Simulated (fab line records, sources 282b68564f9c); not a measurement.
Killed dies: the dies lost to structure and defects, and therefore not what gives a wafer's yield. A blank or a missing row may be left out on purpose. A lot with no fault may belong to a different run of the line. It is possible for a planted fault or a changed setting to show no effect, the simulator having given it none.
What tool caused it? ; flow rit-cmos ; 42 wafers from 14 lots sampled at 3 of the route's 202 steps

## WHAT EACH GAUGE READ, for each wafer
RIT_NLDD_TW_MEAS_10.
lot;measured;on;NLDD_TW
L270;day 2 19:32;film-metro-03;2463 2474 2473
L271;day 2 22:55;film-metro-04;2483 2478 2490
L272;day 3 11:04;film-metro-01;2480 2485 2487
L273;day 3 18:07;film-metro-03;2474 2465 2465
L275;day 4 02:51;film-metro-01;2483 2493 2495
L279;day 5 07:07;film-metro-01;2515 2507 2498
L280;day 5 07:22;film-metro-03;2455 2469 2464
L281;day 5 07:36;film-metro-01;2514 2511 2518
L282;day 5 17:16;film-metro-04;2484 2477 2482
L283;day 5 21:50;film-metro-03;2461 2463 2469
L284;day 6 01:39;film-metro-01;2483 2486 2494
L287;day 6 13:16;film-metro-03;1894 1904 1891
L288;day 6 18:49;film-metro-01;1932 1918 1920
L292;day 19 01:35;film-metro-03;2467 2455 2467

RIT_SDANNEAL_RS_MEAS_07: the measuring method here is four-point-probe.
lot;measured;on;NLDD_RS (ohm/sq)
L270;day 3 03:23;film-metro-04;152.1 152.1 152.2
L271;day 3 06:50;film-metro-03;151.8 151.8 151.6
L272;day 3 19:53;film-metro-01;151.2 151.3 151.1
L273;day 4 02:13;film-metro-03;150.6 151.0 151.3
L275;day 4 10:34;film-metro-04;151.5 151.6 151.3
L279;day 5 15:06;film-metro-03;152.0 151.9 151.9
L280;day 5 15:29;film-metro-04;152.1 151.5 151.7
L281;day 5 16:49;film-metro-04;151.2 151.1 151.0
L282;day 6 01:07;film-metro-04;151.3 151.4 151.6
L283;day 6 06:41;film-metro-04;151.8 151.7 151.7
L284;day 6 10:30;film-metro-01;151.3 151.2 151.3
L287;day 6 21:43;film-metro-01;306.0 305.9 307.9
L288;day 7 02:56;film-metro-03;302.1 304.3 303.8
L292;day 19 10:22;film-metro-01;151.8 151.7 152.1

## TOOL THAT RAN EACH LOT (tool first, then ch and the chambers of the sampled wafers, then the start)
lot;RIT_NLDD_IMPLANT_08
L270;implanter-01 ch 0, day 2 19:13
L271;implanter-03 ch 0, day 2 22:35
L272;implanter-03 ch 0, day 3 10:45
L273;implanter-01 ch 0, day 3 17:47
L275;implanter-04 ch 0, day 4 02:31
L279;implanter-04 ch 0, day 5 06:47
L280;implanter-01 ch 0, day 5 07:05
L281;implanter-04 ch 0, day 5 07:19
L282;implanter-04 ch 0, day 5 16:56
L283;implanter-01 ch 0, day 5 21:31
L284;implanter-01 ch 0, day 6 01:20
L287;implanter-04 ch 0, day 6 12:56
L288;implanter-04 ch 0, day 6 18:30
L292;implanter-01 ch 0, day 19 01:17
- RIT_NLDD_IMPLANT_08

## WHAT THE TOOLS THEMSELVES READ (means of the sampled wafers that have a number; where no wafer has one, the mark that the record gives instead)
RIT_NLDD_IMPLANT_08.
lot;tool;beam-energy-keV;dose-ions-cm2;faraday-current-uA
L270;implanter-01;19.996;4.995e+14;1567
L271;implanter-03;19.997;5.000e+14;1576
L272;implanter-03;20.002;4.997e+14;1550
L273;implanter-01;19.999;4.991e+14;1569
L275;implanter-04;20.002;5.004e+14;1546
L279;implanter-04;20.004;5.007e+14;1556
L280;implanter-01;20.004;5.002e+14;1557
L281;implanter-04;20.005;5.000e+14;1551
L282;implanter-04;19.995;5.004e+14;1558
L283;implanter-01;19.998;4.998e+14;1560
L284;implanter-01;20.007;5.003e+14;1591
L287;implanter-04;20.003;1.995e+14;629
L288;implanter-04;20.000;2.001e+14;629
L292;implanter-01;19.995;4.991e+14;1561

## THE ANSWER, worked out from the rows above alone
Rule: the lots themselves supply what counts as usual. The widest of any qualifying gaps counts: lots, ordered by their means at a reading, are off when they make up no more than a third of the lots, leave a main group of 4 or more, and stand apart from it by 3 or more times the standard deviation of that group's means. A main group whose means are all the same, to the digits that the tables above print for the reading, isn't used. A lot without any number at a reading at which 4 lots or more have one is off too. All remaining lots with rows at the step are treated as sound. Order of review: gauges by route order, followed by the tools' own readings, for which a lot's mean as printed above is used. The first step at which some lot is off is used, and at that step the reading that is off furthest; a lot without a number counts as furthest.
Off: at RIT_NLDD_TW_MEAS_10 (NLDD_TW), L287, L288. For the main group the mean is 2481 and the standard deviation 16.
A tool fits if, at a process step before that reading, it ran every lot that is off, and no sound lot after the first of them. The gauges at RIT_NLDD_TW_MEAS_10 aren't tried: what is off there is off at RIT_NLDD_IMPLANT_08 too, on other tools, and a gauge's error can't cause that. One candidate fits, namely implanter-04 at RIT_NLDD_IMPLANT_08. Its last sound lot is L282 (day 5 16:56), its first lot that is off L287 (day 6 12:56): a fault that began between those two fits.
The tool's own readings at RIT_NLDD_IMPLANT_08 bear it out: on the lots that are off they differ by more than 5 times the standard deviation of the sound lots' means. dose-ions-cm2 reads 1.998e+14 there against 4.999e+14 on the sound lots; faraday-current-uA reads 629 there against 1562 on the sound lots.

## WHAT HAD BEEN PUT IN BY THE SIMULATOR
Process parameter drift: implanter-04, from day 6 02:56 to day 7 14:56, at RIT_NLDD_IMPLANT_08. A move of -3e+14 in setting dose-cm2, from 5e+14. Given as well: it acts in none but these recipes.
Struck lots among those shown: L287, L288. The rule above found the same.
